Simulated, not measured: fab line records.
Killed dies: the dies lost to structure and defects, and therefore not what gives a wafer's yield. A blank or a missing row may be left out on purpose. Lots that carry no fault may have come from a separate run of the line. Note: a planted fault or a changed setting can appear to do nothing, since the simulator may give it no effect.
Which of the tools did it? / flow berkeley-cmos170 / Sampling: 7 lots, 21 wafers, 2 of 331 route steps

WHAT THE GAUGES SHOWED, per wafer
UCB170_PVT_TW_MEAS_09.
lot=L378; measured=day 5 16:54; on=film-metro-01; PVT_TW=502.2 502.3 501.0
lot=L380; measured=day 5 16:37; on=film-metro-04; PVT_TW=509.3 509.2 507.6
lot=L384; measured=day 6 08:52; on=film-metro-04; PVT_TW=507.6 504.0 507.9
lot=L386; measured=day 6 18:31; on=film-metro-04; PVT_TW=506.3 504.4 506.3
lot=L389; measured=day 7 13:26; on=film-metro-03; PVT_TW=506.9 506.1 502.4
lot=L396; measured=day 9 01:08; on=film-metro-01; PVT_TW=479.9 477.5 476.8
lot=L401; measured=day 10 05:03; on=film-metro-04; PVT_TW=507.7 506.9 507.9

WHAT TOOL EACH LOT RAN ON (gives the tool, then ch and the chambers of the sampled wafers, and finally the start)
lot=L378; UCB170_PVT_IMPLANT_07=implanter-04 ch 0, day 5 16:41
lot=L380; UCB170_PVT_IMPLANT_07=implanter-01 ch 0, day 5 16:23
lot=L384; UCB170_PVT_IMPLANT_07=implanter-04 ch 0, day 6 08:38
lot=L386; UCB170_PVT_IMPLANT_07=implanter-01 ch 0, day 6 18:18
lot=L389; UCB170_PVT_IMPLANT_07=implanter-02 ch 0, day 7 13:11
lot=L396; UCB170_PVT_IMPLANT_07=implanter-04 ch 0, day 9 00:54
lot=L401; UCB170_PVT_IMPLANT_07=implanter-02 ch 0, day 10 04:49
- UCB170_PVT_IMPLANT_07

THE ANSWER, worked out from the rows above alone
Rule: what is usual is taken from the lots themselves. Put in order of their means at a reading, lots are off if they are a third of the lots or fewer, leave a main group of 4 or more, and stand apart from it by a gap of 3 or more times the standard deviation of the main group's means; of several such gaps the widest counts. If all means in a main group match to the digits the tables above print for the reading, that group is not used. Also off: a lot with no number at a reading for which 4 or more lots have one. All remaining lots with rows at the step are treated as sound.
Off: L396, seen at UCB170_PVT_TW_MEAS_09 (PVT_TW). The main group has a mean of 505.9 with a standard deviation of 2.2.
A tool fits if, at a process step before that reading, it ran every lot that is off, and no sound lot after the first of them. Those tools and the gauges at UCB170_PVT_TW_MEAS_09 are tried in the same way. 2 tools fit, implanter-04 at UCB170_PVT_IMPLANT_07 and film-metro-01 at UCB170_PVT_TW_MEAS_09, so this cannot tell which one it is.

WHAT WAS PUT IN BY THE SIMULATOR
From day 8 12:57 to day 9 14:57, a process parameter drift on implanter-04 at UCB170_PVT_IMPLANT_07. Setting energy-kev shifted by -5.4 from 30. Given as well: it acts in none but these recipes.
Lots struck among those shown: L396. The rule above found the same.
